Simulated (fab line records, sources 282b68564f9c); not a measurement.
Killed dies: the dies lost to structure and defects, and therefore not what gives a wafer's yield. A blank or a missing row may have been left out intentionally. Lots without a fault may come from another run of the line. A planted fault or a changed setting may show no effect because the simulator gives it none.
The tool behind it: which one? | flow ritCmos | 42 wafers from 14 lots sampled at 2 of the route's 202 steps

## WHAT THE GAUGES READ, wafer by wafer
The record lacks any reading of a measuring or inspecting step that a usual standard deviation could be used to judge.

## WHICH TOOL RAN EACH LOT (tool, then ch and the chambers of the sampled wafers, then the start)
lot  | RIT_SILICIDE_RTA_04            | RIT_M1_PROBE_99
L766 | rtpAnneal-01 ch 0, day 3 08:58 | -
L767 | rtpAnneal-02 ch 0, day 3 11:30 | prober-02, day 3 18:11
L768 | rtpAnneal-01 ch 0, day 3 15:10 | -
L769 | rtpAnneal-02 ch 0, day 3 20:05 | -
L770 | rtpAnneal-01 ch 0, day 3 23:19 | -
L772 | rtpAnneal-01 ch 0, day 4 08:13 | -
L773 | rtpAnneal-02 ch 0, day 4 18:35 | -
L774 | rtpAnneal-01 ch 0, day 4 21:24 | -
L775 | rtpAnneal-02 ch 0, day 5 00:14 | -
L779 | rtpAnneal-01 ch 0, day 5 20:35 | -
L780 | rtpAnneal-02 ch 0, day 6 00:23 | prober-01, day 6 09:26
L782 | rtpAnneal-02 ch 0, day 6 18:40 | prober-01, day 7 03:11
L787 | rtpAnneal-01 ch 0, day 7 20:37 | prober-02, day 8 03:32
L789 | rtpAnneal-01 ch 0, day 8 08:08 | -
- RIT_SILICIDE_RTA_04: time 10 s, ramp up 5 s, ramp down 5 s.
- RIT_M1_PROBE_99

## WHAT THE TOOLS THEMSELVES READ (means of the sampled wafers that have a number; where no wafer has one, the mark that the record gives instead)
RIT_SILICIDE_RTA_04.
lot  | tool         | wafer_temp_C_max
L766 | rtpAnneal-01 | 653.9
L767 | rtpAnneal-02 | 652.7
L768 | rtpAnneal-01 | 653.6
L769 | rtpAnneal-02 | 652.5
L770 | rtpAnneal-01 | 653.7
L772 | rtpAnneal-01 | 652.7
L773 | rtpAnneal-02 | 652.1
L774 | rtpAnneal-01 | 653.7
L775 | rtpAnneal-02 | 652.2
L779 | rtpAnneal-01 | 653.6
L780 | rtpAnneal-02 | 722.2
L782 | rtpAnneal-02 | 722.6
L787 | rtpAnneal-01 | 653.1
L789 | rtpAnneal-01 | 653.4

RIT_M1_PROBE_99.
lot  | tool      | killed_at_M0_to_M3 | killedAtContacts | killedAtFrontEnd | killedDies | killedOpen | killedShort
L767 | prober-02 | 0.0                | 0.0              | 6.7              | 6.7        | 3.3        | 3.3
L780 | prober-01 | 0.0                | 0.3              | 6.0              | 6.3        | 3.7        | 2.7
L782 | prober-01 | 0.0                | 0.0              | 8.7              | 8.7        | 4.3        | 4.3
L787 | prober-02 | 0.0                | 0.0              | 7.0              | 7.0        | 3.3        | 3.7

## THE ANSWER, worked out from the rows above alone
Rule: usual is defined by the lots themselves. Put in order of their means at a reading, lots are off if they are a third of the lots or fewer, leave a main group of 4 or more, and stand apart from it by a gap of 3 or more times the standard deviation of the main group's means; of several such gaps the widest counts. A main group whose means are all the same, to the digits that the tables above print for the reading, isn't used. A lot without any number at a reading at which 4 lots or more have one is off too. All remaining lots with rows at the step are treated as sound. After the gauges, taken in route order, come the tools' own readings; for these a lot's mean is taken, as printed above. At the first step where some lot is off, the reading lying furthest off is the one used; lots without a number count as furthest.
Off at RIT_SILICIDE_RTA_04 (wafer_temp_C_max): L780, L782. The main group: mean 653.1, standard deviation 0.61.
If a tool, at that step or one of the process steps before it, ran each lot that is off and ran no sound lot following the first of them, it fits. One candidate fits, namely rtpAnneal-02 at RIT_SILICIDE_RTA_04. A fault onset in the window from L775 (day 5 00:14, its last sound lot) to L780 (day 6 00:23, its first lot off) fits.
The tool's own readings at RIT_SILICIDE_RTA_04 bear it out: on the lots that are off they differ by more than 5 times the standard deviation of the sound lots' means. wafer_temp_C_max reads 722.4 there against 653.1 on the sound lots.

## WHAT THE SIMULATOR HAD INSERTED
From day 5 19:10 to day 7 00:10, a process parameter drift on rtpAnneal-02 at RIT_SILICIDE_RTA_04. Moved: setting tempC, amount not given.
Struck lots among those shown: L780, L782. The rule given above showed the same thing.
